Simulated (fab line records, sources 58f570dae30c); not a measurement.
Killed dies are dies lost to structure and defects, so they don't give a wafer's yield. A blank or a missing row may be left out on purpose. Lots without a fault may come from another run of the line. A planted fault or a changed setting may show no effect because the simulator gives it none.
A struck lot beside a sound one | flow berkeley_cmos170 | 27 steps out of a route of 331
Sound: wafers L716.3, L716.4, L716.5. Struck: wafers L727.1, L727.2, L727.5. The cause comes at the end.
At each step with rows: each side's tool, then ch and its chambers, then its first start. Under that, the readings that differ: sound wafers | struck wafers | difference of the means | sigmas: that difference in standard deviations of wafers without a fault.
alike: readings whose means differ by less than 2 such deviations, and words and numbers that are the same on both sides. not compared: withheld readings, readings that some wafer has no value for, bounds like >300 that may hide the same value, and numbers for which the record gives no deviation and whose values overlap.
The two part at a step that has a row with sigmas, a row that says differs or no value, or rows on one side only. Numbers that don't overlap but have no deviation are shown without sigmas and don't part them. A reading that every wafer of one side lacks parts them only if that side has two wafers or more.

UCB170_SPACER_THK_MEAS_01:
  sound on film_metro-04, day 7 13:05; struck on film_metro-02, day 9 22:46
  alike: SPACER_TEOS_THK
then, 1 step without rows for these wafers: UCB170_SPACER_ANNEAL_02 (time 1800 s).
UCB170_SPACER_ETCHBACK_03: etches SiO2 in CHF3/CF4/Ar, stops on Si, target depth 376 nm, time 100 s.
  sound on rie_diel-03 ch 1,3, day 7 17:09; struck on rie_diel-02 ch 0,1, day 10 03:48
  reading                     | sound       | struck      | difference | sigmas
  drypump_motor_current_A (A) | 4.9 5.1 4.9 | 6.4 6.7 6.4 | +1.5       | +3
  alike: oes_product_au, rf_fwd_power_W, throttle_valve_pct
  not compared: rf_hours_counter_h
then, 6 steps without rows for these wafers: UCB170_PSD_HMDS_00 (prime time 60 s); UCB170_PSD_COAT_01 (resist thk 900 nm); UCB170_PSD_SOFTBAKE_02 (time 60 s); UCB170_PSD_EXPOSE_03 (exposes mask PSELECT MOD, target cd 1200 nm); UCB170_PSD_PEB_04; UCB170_PSD_DEVELOP_05 (develop time 45 s).
UCB170_PSD_CD_MEAS_06: target cd 1200 nm.
  sound on cd_sem-02, day 7 18:58; struck on cd_sem-01, day 10 05:03
  alike: cd_nm
UCB170_PSD_OVL_MEAS_07:
  sound on overlay-02, day 7 19:03; struck on overlay-01, day 10 05:12
  alike: PSD_OVL
then, 1 step without rows for these wafers: UCB170_PSD_IMPLANT_08.
UCB170_PSD_STRIP_09: strips in O2.
  sound on plasma_asher-03 ch 0,1, day 7 19:16; struck on plasma_asher-04 ch 0,1, day 10 05:23
  no value came back on the struck wafers for chamber_pressure_mTorr (mTorr), drypump_motor_current_A (A), oes_product_au (a.u.), strip_time_to_endpoint_s (s); on the sound wafers chamber_pressure_mTorr (mTorr) reads 3501 3496 3497
  reading                              | sound | struck            | difference | sigmas
  model.KrF_of_PSD_COAT_01.thk_nm (nm) | 0 0 0 | 887.8 886.2 889.4 | +887.8     |
  not compared: rf_hours_counter_h
UCB170_PSD_TW_MEAS_10:
  sound on film_metro-04, day 7 19:21; struck on film_metro-03, day 10 05:29
  alike: PSD_TW
then, 7 steps without rows for these wafers: UCB170_PSD_CLEAN_11 (cleans in SPM, time 600 s); UCB170_NSD_HMDS_00 (prime time 60 s); UCB170_NSD_COAT_01 (resist thk 900 nm); UCB170_NSD_SOFTBAKE_02 (time 60 s); UCB170_NSD_EXPOSE_03 (exposes mask NSELECT MOD, target cd 1200 nm); UCB170_NSD_PEB_04; UCB170_NSD_DEVELOP_05 (develop time 45 s).
UCB170_NSD_CD_MEAS_06: target cd 1200 nm.
  sound on cd_sem-01, day 7 20:27; struck on cd_sem-01, day 10 07:25
  alike: cd_nm
UCB170_NSD_OVL_MEAS_07:
  sound on overlay-01, day 7 20:32; struck on overlay-01, day 10 07:32
  alike: NSD_OVL
then, 1 step without rows for these wafers: UCB170_NSD_IMPLANT_08.
UCB170_NSD_STRIP_09: strips in O2.
  sound on plasma_asher-04 ch 0,1, day 7 20:44; struck on plasma_asher-01 ch 0,1, day 10 07:43
  reading                      | sound             | struck            | difference | sigmas
  drypump_motor_current_A (A)  | 6.5 5.8 6.5       | 5.0 5.3 5.3       | -1.1       | -2
  oes_product_au (a.u.)        | 0.535 0.533 0.534 | 0.620 0.620 0.610 | +0.083     | +19
  strip_time_to_endpoint_s (s) | 35.81 35.80 35.86 | 62.10 62.08 62.13 | +26.28     | +99 or more
  alike: chamber_pressure_mTorr
  not compared: rf_hours_counter_h
UCB170_NSD_TW_MEAS_10:
  sound on film_metro-03, day 7 20:50; struck on film_metro-04, day 10 07:49
  reading | sound          | struck   | difference | sigmas
  NSD_TW  | 4179 4164 4173 | 30 30 30 | -4142      | -99 or more
then, 1 step without rows for these wafers: UCB170_NSD_CLEAN_11 (cleans in SPM, time 600 s).

WHERE THEY PART
First at UCB170_SPACER_ETCHBACK_03; last, within this record, at UCB170_NSD_TW_MEAS_10.

WHY: what the simulator had put in
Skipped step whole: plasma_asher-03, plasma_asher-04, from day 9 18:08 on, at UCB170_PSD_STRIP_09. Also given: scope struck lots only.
